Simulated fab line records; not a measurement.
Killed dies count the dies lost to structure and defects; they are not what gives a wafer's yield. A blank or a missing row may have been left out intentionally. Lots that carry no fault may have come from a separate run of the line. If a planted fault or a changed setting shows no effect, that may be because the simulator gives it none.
8D (eight disciplines) problem report, filled in by code    flow berkeley-cmos170    the parts of the form that need people (team, actions taken, sign-off) are left out

1. THE ISSUE
Mean PSD_RS at UCB170_SDANNEAL_RS_MEAS_02: 96.7 ohm/sq over 6 wafers in 2 lots; fault-free wafers: 75.6 ohm/sq, standard deviation 0.33. Measured from the usual mean, that is +64 standard deviations.
The step: measures by four-point-probe.
Earliest sighting: wafer L239.2 on film-metro-04 at day 9 14:44. At this step, 42 wafers from 14 lots have a number in the record. By rule, "out" or "out of limits" means more than 4 standard deviations away from the usual mean. The other wafers with a number count as sound.

2. WHAT THIS IS AND IS NOT
question                     is                            is not
which readings at this step  PSD_RS                        -
which lots                   L239, L241                    L234, L235, L236, L237, L238, L243, L244, L250, L253, L255, L256, L257
which wafers of those lots   all that have a number        -
read on which gauges         film-metro-03, film-metro-04  film-metro-01
when                         from day 9 14:44              up to then (15 sound wafers); but 21 sound wafers of L243, L244, L250, L253, L255, L256, L257 came after

3. THE SUSPECTS, EACH WITH WHAT RULES IT OUT
Counting: a tool at a process step up to the reading stays a suspect if it ran every lot that is out and no sound lot after the first of them.
- ruled out: the gauge at UCB170_SDANNEAL_RS_MEAS_02. 2 gauges (film-metro-03, film-metro-04) read the wafers that are out.
- rtp-anneal-02 at UCB170_SDANNEAL_RTA_01 (time 5 s): ruled out as a lasting fault. Sound lots L255, L257 ran on it after its first lot that is out, L239 (day 9 14:40).
Left after counting: nothing in the record.

4. THE CAUSE (what the simulator had put in)
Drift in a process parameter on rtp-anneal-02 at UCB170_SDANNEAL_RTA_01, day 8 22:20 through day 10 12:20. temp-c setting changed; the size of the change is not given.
Counting ruled it out, wrongly: the rule takes a fault to strike every lot that its tool runs from its start on, and this one did not.

5. SEQUENCE OF EFFECTS, ordered by route
Each row: a reading where the mean over the struck wafers with a number is more than 3 standard deviations away from the usual. Readings are gone through only where the record gives a usual standard deviation; hours: the median, over the lots, of the time from a lot's start at the first step in this table giving one to that lot's start at this step; sigmas: the change measured in usual standard deviations.
hours  step                        reading           usual          on struck wafers  change  sigmas
0      UCB170_SDANNEAL_RTA_01      lamp-power-pct    39.6 %         34.7              -4.9    -4.1
0      UCB170_SDANNEAL_RTA_01      wafer_temp_C_max  1053.8         1014.4            -39.4   -45
0      UCB170_SDANNEAL_RS_MEAS_02  PSD_RS            75.6 ohm/sq    96.7              +21.1   +64
0      UCB170_SDANNEAL_RS_MEAS_03  NSD_RS            37.28 ohm/sq   39.81             +2.53   +31
0      UCB170_SDANNEAL_RS_MEAS_04  PLDD_RS           1032.1 ohm/sq  1049.5            +17.4   +6.4
Its process steps:
- UCB170_SDANNEAL_RTA_01: time 5 s.

6. WHAT WOULD HAVE CAUGHT IT SOONER
16 hours passed between the start of the fault at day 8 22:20 and the first reading out of limits at a measuring or inspecting step in this record, taken at day 9 14:44.
At UCB170_SDANNEAL_RTA_01, the tool's own readings (lamp-power-pct, wafer_temp_C_max) were out on each struck wafer the step has a row for, so an alarm limit on them would have fired on the first such wafer.
